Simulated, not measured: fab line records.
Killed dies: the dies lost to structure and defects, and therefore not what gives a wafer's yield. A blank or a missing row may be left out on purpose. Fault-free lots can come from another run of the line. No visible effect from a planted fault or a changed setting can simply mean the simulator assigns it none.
Chamber matching	flow berkeleyCmos170	3 sister chambers for UCB170_SPACER_CVD_00 on pecvd-03
The step deposits SiO2 from TEOS/O2, target thk 376 nm, time 48.07 s. 16 wafers are shown with their chamber, then 8 later ones without.

== WAFERS WITH THEIR CHAMBER ==
wafer	chamber	heaterPowerW (W)
L871.2	0	227
L871.4	2	339
L871.5	1	220
L872.1	2	378
L872.2	0	220
L872.6	2	387
L875.2	2	349
L875.3	1	265
L875.4	0	213
L879.1	1	204
L879.2	2	299
L879.5	0	189
L878.2	2	334
L878.4	0	188
L878.5	2	341
L881.1	2	321

SIGNATURES (averages over the wafers above)
reading	chamber 0	chamber 1	chamber 2	scatter within a chamber
heaterPowerW	207.40	229.67	343.50	26.3
Rule: for a wafer and a chamber, the distance is found by dividing, reading by reading, the gap between the wafer's reading and the chamber's mean by the reading's scatter, squaring, summing and taking the root. If the next closest chamber is less than 2 further off than the closest, the wafer can't be placed; otherwise it belongs to the closest. The scatter: take each reading less its chamber's mean, square it, sum over the shown wafers, divide by the number of wafers less the number of chambers, and take the root.

== WAFERS WHOSE CHAMBER IS MISSING ==
wafer	heaterPowerW (W)
L881.4	219
L881.5	340
L882.1	330
L882.5	224
L882.6	348
L888.1	188
L888.2	331
L888.5	346

== WHICH CHAMBER EACH WENT THROUGH ==
wafer	from the rows above	in truth
L881.4	can't be placed: 1 or 0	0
L881.5	2	2
L882.1	2	2
L882.5	can't be placed: 1 or 0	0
L882.6	2	2
L888.1	can't be placed: 0 or 1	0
L888.2	2	2
L888.5	2	2
Correct placement for 5 of the 8. From these rows, 3 cannot be placed; in 3 the true chamber is one of the candidates. Wrongly placed: 0.
